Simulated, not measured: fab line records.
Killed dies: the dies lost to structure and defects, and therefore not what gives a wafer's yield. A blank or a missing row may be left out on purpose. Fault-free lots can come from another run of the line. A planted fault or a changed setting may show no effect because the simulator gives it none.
The same fault as seen by 2 desks -- flow rit cmos -- what lay behind the numbers comes last; until then each desk has only its own

== TOOL OWNER'S DESK, pvd sputter-04 ==
The tool's own readings at RIT_M1_SPUTTER_00 (material Al, target thk 400 nm, time 500 s): means of the sampled wafers that have a number, for each lot that ran on this tool. Marked OUT: a lot whose mean sits more than 4 standard deviations from the usual mean, which makes it out of limits; the brackets give that distance.
Columns: A = cathode dc power W at RIT_M1_SPUTTER_00, usual 2000.1 W; B = throttle valve pct at RIT_M1_SPUTTER_00, usual 30.0 %
lot,first seen here,A,B
L199,day 3 14:34,2000.1,30.1
L201,day 4 00:33,2054.5 (+99 or more) OUT,30.3
L203,day 4 10:58,2054.1 (+99 or more) OUT,30.1
Finding of this desk: L201, L203 out of limits; the first was L201 at day 4 00:33, on cathode dc power W at RIT_M1_SPUTTER_00. L199: within limits.

== AT THE METROLOGY DESK ==
Lot by lot, what the gauges showed, no matter which tool ran the lot: averages of those sampled wafers that carry a number. Marked OUT: a lot whose mean sits more than 4 standard deviations from the usual mean, which makes it out of limits; the brackets give that distance.
Columns: A = cd nm at RIT_CONTACT_CD_MEAS_08, usual 1000.8 nm; B = CONTACT_OVL at RIT_CONTACT_OVL_MEAS_09, usual -0.3 nm; C = cd nm at RIT_CONTACT_CD_MEAS_90, usual 1000.8 nm; D = M1_AL_RS at RIT_M1_RS_MEAS_01, usual 0.0739 ohm/sq; E = M1_AL_THK at RIT_M1_THK_MEAS_02, usual 401 nm; F = cd nm at RIT_M1_CD_MEAS_09, usual 2600.4 nm; G = M1_OVL at RIT_M1_OVL_MEAS_10, usual 0.7 nm
lot,first seen here,A,B,C,D,E,F,G
L199,day 3 13:25,995.8,0.2,996.1,0.0738,403,2597.9,0.0
L201,day 3 23:20,999.5,-0.5,999.6,0.0721,415,2599.2,-1.0
L203,day 4 09:49,1000.5,-0.3,1000.5,0.0722,410,2599.0,1.7
L206,day 5 00:10,1003.7,0.5,1002.9,0.0739,403,2601.0,1.0
L212,day 6 05:51,998.7,0.4,998.6,0.0735,401,2601.8,-0.8
L216,day 7 02:21,1001.6,-1.9,1001.8,0.0739,399,2602.6,1.1
Finding of this desk: none of the 6 lots has anything out of limits.

== TAKEN TOGETHER ==
The tool owner's desk had the chance to raise an alarm at day 4 00:33 on L201, L203.
The metrology desk saw nothing out of limits.
The metrology desk has L201, L203 on record, within its limits.
RIT_M1_SPUTTER_00 was run on pvd sputter-04 by each of the lots named.

== WHAT WAS PUT IN BY THE SIMULATOR ==
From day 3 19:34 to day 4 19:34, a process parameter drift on pvd sputter-04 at RIT_M1_SPUTTER_00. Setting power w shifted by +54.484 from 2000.
Lots struck among those shown: L201, L203.
Hours from the fault's start to each desk's first reading out of limits: the tool owner's desk, 5.
